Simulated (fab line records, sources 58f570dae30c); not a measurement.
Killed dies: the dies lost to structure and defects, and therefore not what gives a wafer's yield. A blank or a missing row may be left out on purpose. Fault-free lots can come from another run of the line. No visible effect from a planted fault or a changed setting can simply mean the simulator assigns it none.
2 desks looking at one fault | flow berkeleyCmos170 | only its own numbers are on each desk; what lay behind them is given at the end

## THE TOOL OWNER'S DESK: pvdSputter-02
The tool's own readings at UCB170_M2_SPUTTER_01 (material Al, target thk 900 nm, time 120 s): means of the sampled wafers that have a number, for each lot that ran on this tool. Any lot whose mean is over 4 standard deviations away from the usual mean is out of limits and marked OUT; that distance is given in the brackets.
Columns: A = chamberPressurePa at UCB170_M2_SPUTTER_01, usual 0.5000 Pa; B = throttleValvePct at UCB170_M2_SPUTTER_01, usual 29.9 %
lot  | first seen here | A                | B
L327 | day 7 19:40     | 0.5008           | 30.3
L330 | day 8 02:39     | 0.4994           | 30.4
L331 | day 8 20:58     | 0.4996           | 28.8
L333 | day 9 04:10     | 0.5010           | 28.8
L335 | day 9 10:11     | 0.4994           | 29.4
L337 | day 9 23:38     | 0.5004           | 29.5
L340 | day 10 15:17    | 0.5793 (+79) OUT | 27.6
L341 | day 11 02:22    | 0.5783 (+78) OUT | 28.0
Finding of this desk: L340, L341 out of limits; the first was L340 at day 10 15:17, on chamberPressurePa at UCB170_M2_SPUTTER_01. L327, L330, L331, L333, L335, L337: within limits.

## AT THE METROLOGY DESK
Lot by lot, what the gauges showed, no matter which tool ran the lot: averages of those sampled wafers that carry a number. Any lot whose mean is over 4 standard deviations away from the usual mean is out of limits and marked OUT; that distance is given in the brackets.
Columns: A = M2_AL_RS at UCB170_M2_RS_MEAS_02, usual 0.0321 ohm/sq; B = M2_AL_THK at UCB170_M2_THK_MEAS_03, usual 920 nm
lot  | first seen here | A                 | B
L327 | day 7 19:46     | 0.0320            | 916
L328 | day 7 20:04     | 0.0323            | 912
L330 | day 8 02:44     | 0.0322            | 918
L329 | day 8 03:00     | 0.0315            | 932
L331 | day 8 21:05     | 0.0322            | 907
L332 | day 8 21:21     | 0.0316            | 936
L333 | day 9 04:16     | 0.0315            | 936
L335 | day 9 10:16     | 0.0318            | 939
L336 | day 9 23:34     | 0.0323            | 920
L337 | day 9 23:44     | 0.0319            | 924
L340 | day 10 15:22    | 0.0331            | 890
L342 | day 11 02:21    | 0.0322            | 910
L341 | day 11 02:28    | 0.0336 (+4.7) OUT | 878
L350 | day 12 07:04    | 0.0320            | 920
This desk's finding: out of limits on L341; first on L341, day 11 02:28 (M2_AL_RS at UCB170_M2_RS_MEAS_02). L327, L328, L330, L329, L331, L332, L333, L335, L336, L337, L340, L342, L350: within limits.

## BROUGHT TOGETHER
The tool owner's desk had the chance to raise an alarm at day 10 15:17 on L340, L341.
The metrology desk could have raised an alarm at day 11 02:28, on L341.
The metrology desk has L340 on record, within its limits.
On pvdSputter-02, each named lot ran UCB170_M2_SPUTTER_01.

## WHAT THE SIMULATOR HAD INSERTED
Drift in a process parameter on pvdSputter-02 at UCB170_M2_SPUTTER_01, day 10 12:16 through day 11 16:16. A move of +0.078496 in setting chamberPressurePa, from 0.5. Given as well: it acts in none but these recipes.
Lots struck among those shown: L340, L341.
Counting hours from when the fault started, the first reading out of limits came at 3 for the tool owner's desk and at 14 for the metrology desk.
